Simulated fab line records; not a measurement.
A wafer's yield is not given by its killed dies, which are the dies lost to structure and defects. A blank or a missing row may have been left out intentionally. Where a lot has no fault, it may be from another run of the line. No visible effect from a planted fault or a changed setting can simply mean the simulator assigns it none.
Split-lot experiment    flow berkeley-cmos170    23 wafers read across 5 lots, on a route 331 steps long

## THE SPLIT
At UCB170_NSD_STRIP_09 (strips in O2), the setting power-w was moved away from the recipe's 400 W on 6 of the 23 wafers read, by -12.0% to -5.5%. For the rest of the wafers, this setting stayed at what the recipe calls for.

The reading is taken at the split's own step.

## THE READING
oes-product-au, in a.u., at UCB170_NSD_STRIP_09 (strips in O2). Typical for fault-free wafers on this fab line: 0.533 a.u., with standard deviation 0.0042 a.u.

wafer   tool, chamber at the split  power-w as run, W  against the recipe  oes-product-au, a.u.  against lot-mates on the recipe
L074.3  plasma-asher-01, 0          400                recipe              0.530                 -
L074.4  plasma-asher-01, 1          400                recipe              0.534                 -
L074.6  plasma-asher-01, 0          400                recipe              0.537                 -
L076.1  plasma-asher-01, 1          400                recipe              0.538                 -
L076.2  plasma-asher-01, 0          352                -12.0%              0.500                 -0.034
L076.4  plasma-asher-01, 0          400                recipe              0.531                 -
L076.5  plasma-asher-01, 0          352                -12.0%              0.508                 -0.026
L076.6  plasma-asher-01, 1          400                recipe              0.533                 -
L080.1  plasma-asher-03, 0          400                recipe              0.536                 -
L080.2  plasma-asher-03, 1          400                recipe              0.543                 -
L080.4  plasma-asher-03, 1          400                recipe              0.527                 -
L080.5  plasma-asher-03, 1          400                recipe              0.529                 -
L080.6  plasma-asher-03, 0          400                recipe              0.530                 -
L082.1  plasma-asher-02, 1          400                recipe              0.532                 -
L082.3  plasma-asher-02, 1          359.2              -10.2%              0.508                 -0.026
L082.4  plasma-asher-02, 0          400                recipe              0.540                 -
L082.5  plasma-asher-02, 0          400                recipe              0.530                 -
L082.6  plasma-asher-02, 1          359.2              -10.2%              0.514                 -0.020
L081.2  plasma-asher-01, 0          378.1              -5.5%               0.515                 -0.013
L081.3  plasma-asher-01, 1          400                recipe              0.530                 -
L081.4  plasma-asher-01, 0          400                recipe              0.525                 -
L081.5  plasma-asher-01, 1          400                recipe              0.528                 -
L081.6  plasma-asher-01, 0          378.1              -5.5%               0.518                 -0.010

FIT RESULTS
A straight line over all 23 wafers: oes-product-au changes by +0.00232 a.u. for each +1% of power-w; r = +0.91; the points scatter about the line by 0.0047 a.u.
The same after taking each lot's own level away (the mean of its wafers on the recipe; 23 wafers): +0.00237 a.u. for each +1%; r = +0.93; scatter 0.0041 a.u.
The reading moves by 0.028 a.u. for the largest change in power-w, on that fit.
The lots' own levels span 0.5277 to 0.5340 a.u., that is 1.5 times the standard deviation above.
The two slopes are in agreement: the lot-to-lot level therefore moves the slope only a little.
Check: with one of the wafers moved furthest among these (-12.0%) left out of the fit, the line predicts -0.0263 a.u. for it against its lot-mates. It came out at -0.034 a.u. against them.
Tool readings at the split's step, against how far the setting was moved: oes-product-au r = +0.91; strip-time-to-endpoint-s r = -0.96.

## OTHER SPLITS ON THESE WAFERS
Before the reading, these wafers also passed through other splits. Each is held against what the fit with the lots' levels taken away leaves over:
other split on the same wafers         wafers away from the commonest value  r with oes-product-au (lot level and that fit taken away)
UCB170_START_OXIDATION_02 temp-c       10                                    -0.11
UCB170_NWELL_OXIDATION_01 ox-time-s    18                                    -0.10
UCB170_PWELL_CVD_05 sih2cl2-flow-sccm  15                                    +0.04
UCB170_NLDD_IMPLANT_09 dose-cm2        10                                    +0.13
UCB170_PSD_IMPLANT_08 dose-cm2         4                                     +0.37
UCB170_NSD_EXPOSE_03 dose-mj           10                                    -0.02
UCB170_NSD_IMPLANT_08 energy-kev       8                                     -0.26

## THE WHOLE CHAIN: every reading that the file lists as answering this split, in the file's order
step                 what it does  reading                   change (the file's fit)                    r (the file's)
UCB170_NSD_STRIP_09  strips in O2  oes-product-au            +0.00235 a.u. for each +1% of the setting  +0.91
UCB170_NSD_STRIP_09  strips in O2  strip-time-to-endpoint-s  withheld for each +1% of the setting       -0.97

## FILE'S OWN FIT
oes-product-au changes by +0.00235 a.u. for each +1% of power-w, r = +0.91.
